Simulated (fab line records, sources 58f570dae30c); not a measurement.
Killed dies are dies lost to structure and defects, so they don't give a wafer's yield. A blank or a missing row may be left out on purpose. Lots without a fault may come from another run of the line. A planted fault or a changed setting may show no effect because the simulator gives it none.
fab line records | flow berkeley_cmos170
record lots=6 wafers=18 last_day=12
route steps=331 shown ZERO@13 NWELL@14
lots that met no fault: from a run of the same line without faults
start_h: hours from the record's first day to the start of the lot's first wafer shown | wait_h: hours since the lot's step before | " the same as in the row above | L1.1+2: a row that stands for several wafers | - no value, or no start given | * or withheld: withheld | < > ~ a bound
route shown NAME@n: a module of which the file shows steps, and the number in the route of the first | usual: mean/standard deviation of fault-free wafers | same: alike in all rows | chamber/n: place in a boat | sites: the reading at each site | _std_site: their standard deviation | _edge_site: outer sites' mean less inner sites' | radius_mm: how far each site lies from the wafer's centre | mask NAME#n: copy n | behind: the tool/chamber that last shaped the wafer | hold: why the lot was held/for how many hours/how that ended | device: the transistor (n, p or np) that didn't switch | end of line: the same wafers' tests at the end of the route | a step without rows: its recipe alone | killed: dies lost to structure and defects at the first sort, not the wafer's yield | map: a wafer's dies, x killed, . not, _ none there
set.NAME: the setting as run; set.NAME@STEP: as run at that earlier step | model.NAME: the simulator's own value behind a step, which no gauge read
lots at some steps of the route; a table a step, a row a wafer
services: from which hour (start_h, from the record's first day; less than 0 if before it) a tool's chamber was out of use, for how many hours, and why
## steps
# step UCB170_ZERO_STRIP_07
# recipe chemistry=O2 power_w=400 pressure_mtorr=3500 platen_temp_c=withheld o2_flow_sccm=400 overash_fraction=0.5
# usual drypump_motor_current_A=5.7/0.6 oes_product_au=0.728/0.0047 strip_time_to_endpoint_s=21.48/0.064
# columns lot.wafer tool chamber start_h wait_h drypump_motor_current_A oes_product_au rf_hours_counter_h strip_time_to_endpoint_s
L464.1 plasma_asher-02 0 34.09 0.0 5.1 0.732 29 21.42
L464.3 " 0 " " 5.1 0.726 - 21.45
L464.4 " 1 " " 6.0 0.736 - 21.45
L466.2 plasma_asher-04 1 42.61 0.0 4.7 0.733 29 21.46
L466.4 " 1 " " 4.7 0.727 - 21.40
L466.6 " 0 " " 6.1 0.734 - 21.40
L470.3 plasma_asher-04 1 64.76 0.0 4.7 0.728 - 21.49
L470.4 " 0 " " 6.0 0.722 - 21.52
L470.6 " 1 " " 4.7 0.728 - 21.52
L471.4 plasma_asher-01 0 65.00 0.0 6.6 0.718 - 21.47
L471.5 " 1 " " 5.5 0.725 - 21.51
L471.6 " 0 " " 6.6 0.730 - 21.44
L480.1 plasma_asher-04 0 114.22 0.0 6.0 0.724 38 21.37
L480.2 " 1 " " 4.7 0.733 38 21.47
L480.3 " 1 " " 4.7 0.725 - 21.34
L482.3 plasma_asher-01 1 120.35 0.0 5.5 0.731 - 21.54
L482.4 " 0 " " 6.6 0.721 - 21.52
L482.5 " 1 " " 5.5 0.726 - 21.50
# step UCB170_NWELL_WET_ETCH_00
# recipe chemistry=dHF dilution=25:1 target=SiO2 temp_c=25 time_s=200
# step UCB170_NWELL_OXIDATION_01
# recipe temp_c=1000 ambient=O2 target_thk_a=264 ox_time_s=1260
# step UCB170_NWELL_THK_MEAS_02
# recipe reads=SiO2_of_NWELL_OXIDATION_01
# usual NWELL_OXIDE_THK=26.5/0.43
# columns lot.wafer tool chamber start_h wait_h NWELL_OXIDE_THK[nm]
L464.1 film_metro-04 - 42.15 0.0 26.8
L464.3 " - " " 26.4
L464.4 " - " " 26.8
L466.2 film_metro-01 - 51.62 0.0 26.4
L466.4 " - " " 26.0
L466.6 " - " " 26.1
L470.3 film_metro-03 - 70.58 0.0 26.3
L470.4 " - " " 25.7
L470.6 " - " " 26.0
L471.4 film_metro-01 - 70.59 0.0 26.0
L471.5 " - " " 25.7
L471.6 " - " " 26.3
L480.1 film_metro-04 - 119.59 0.0 26.3
L480.2 " - " " 26.5
L480.3 " - " " 27.3
L482.3 film_metro-03 - 127.80 0.0 25.9
L482.4 " - " " 25.9
L482.5 " - " " 25.7
# step UCB170_NWELL_ANNEAL_03
# recipe temp_c=1000 time_s=900 ambient=N2
# step UCB170_NWELL_CVD_04
# recipe material=Si3N4 target_thk_nm=224 temp_c=800 precursor=SiH2Cl2/NH3 time_s=3360 pressure_mtorr=200 sih2cl2_flow_sccm=25 nh3_flow_sccm=75
# step UCB170_NWELL_THK_MEAS_05
# recipe reads=Si3N4_of_NWELL_CVD_04
# usual NWELL_NITRIDE_THK=225.1/1.7
# columns lot.wafer tool chamber start_h wait_h NWELL_NITRIDE_THK[nm]
L464.1 film_metro-04 - 50.12 0.0 224.5
L464.3 " - " " 224.8
L464.4 " - " " 224.6
L466.2 film_metro-03 - 61.30 0.0 227.0
L466.4 " - " " 226.1
L466.6 " - " " 226.8
L470.3 film_metro-01 - 74.00 0.0 223.0
L470.4 " - " " 224.5
L470.6 " - " " 224.1
L471.4 film_metro-04 - 74.01 0.0 227.4
L471.5 " - " " 223.0
L471.6 " - " " 223.6
L480.1 film_metro-03 - 126.90 0.0 220.2
L480.2 " - " " 222.8
L480.3 " - " " 225.2
L482.3 film_metro-04 - 134.48 0.0 224.2
L482.4 " - " " 225.0
L482.5 " - " " 224.1
# step UCB170_NWELL_HMDS_06
# recipe prime_time_s=60 prime_temp_c=100
# step UCB170_NWELL_COAT_07
# recipe resist=KrF spin_rpm=1500 resist_thk_nm=900
# step UCB170_NWELL_SOFTBAKE_08
# recipe resist=KrF temp_c=130 time_s=60
# step UCB170_NWELL_EXPOSE_09
# recipe mask_id=NWELL target_cd_nm=3000 na=0.5 sigma_outer=0.6 source_shape=conventional dose_mj=25
# step UCB170_NWELL_PEB_10
# recipe peb_temp_c=130 peb_time_s=withheld resist=KrF
# step UCB170_NWELL_DEVELOP_11
# recipe developer=TMAH develop_time_s=45 resist=KrF dev_temp_c=21
# usual chill_plate_temp_C=23.01/0.1 develop_time_s=45/0
# columns lot.wafer tool chamber start_h wait_h chill_plate_temp_C develop_time_s model.KrF_of_NWELL_COAT_07.thk_nm
L464.1 litho_track-04 0 51 - 22.98 45 886.2
L464.3 " 0 " " 22.97 45 883
L464.4 " 0 " " 23.03 45 885.9
L466.2 litho_track-04 0 62 - 23.02 45 887.7
L466.4 " 0 " " 22.94 45 884.2
L466.6 " 0 " " 23.05 45 885.6
L470.3 litho_track-04 - 76 - - - 901.5
L470.4 " - " " - - 901.6
L470.6 " - " " - - 904.3
L471.4 litho_track-02 - 76 - - - 898
L471.5 " - " " - - 902.3
L471.6 " - " " - - 899.5
L480.1 litho_track-04 0 128 - 22.95 45 886.4
L480.2 " 0 " " 22.97 45 887.3
L480.3 " 0 " " 23.03 45 886.7
L482.3 litho_track-04 0 135 - 23.12 45 883.1
L482.4 " 0 " " 22.83 45 885.7
L482.5 " 0 " " 23.15 45 880.8
# step UCB170_NWELL_OVL_MEAS_12
# usual NWELL_OVL=0/5.5
# columns lot.wafer tool chamber start_h wait_h NWELL_OVL[nm]
L464.1 overlay-02 - 51.16 - -6
L464.3 " - " " -5
L464.4 " - " " 4
L466.2 overlay-02 - 62.76 - -3
L466.4 " - " " -3
L466.6 " - " " -3
L470.3 overlay-01 - 76.17 - -
L470.4 " - " " -
L470.6 " - " " -
L471.4 overlay-02 - 76.20 - -
L471.5 " - " " -
L471.6 " - " " -
L480.1 overlay-01 - 128.40 - -2
L480.2 " - " " -4
L480.3 " - " " 2
L482.3 overlay-02 - 135.38 - -7
L482.4 " - " " -2
L482.5 " - " " -13
## services
# columns tool chamber start_h hours kind
plasma_asher-04 - 12.88 0.9 repair
plasma_asher-01 - 48.21 1.3 repair
plasma_asher-01 - 76.41 3.1 repair
## key
first_sign step=UCB170_NWELL_DEVELOP_11 reading=tool_record direction=missing
effect none on later readings
model_effect step=UCB170_NWELL_DEVELOP_11 value=KrF_of_NWELL_COAT_07.thk_nm without=887 struck=901.2
met_at UCB170_NWELL_DEVELOP_11
struck_wafers L470.3,L470.4,L470.6,L471.4,L471.5,L471.6
later_rows_left_out L470.3,L470.4,L470.6,L471.4,L471.5,L471.6
sort_left_out L470.3,L470.4,L470.6,L471.4,L471.5,L471.6
tester_left_out L470,L471
onset_between 62 76
fault kind=skipped_step_whole tool=litho_track-02,litho_track-04 chamber=- onset_h=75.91 steps=UCB170_NWELL_DEVELOP_11 scope=struck_lots_only
# tester_left_out: of these lots the tester's yield and bins aren't shown, on N5 and GAA mostly nor the transistor test; their killed dies are dies lost to structure and defects alone, not to doping, threshold or leakage, so they don't give the yield
# sort_left_out: the simulated sort isn't trusted on such a fault, so these wafers' sort isn't shown, and their yield isn't known
# later_rows_left_out: the simulator's readings of these wafers behind a module that went badly wrong aren't trusted and aren't shown, but for the sort
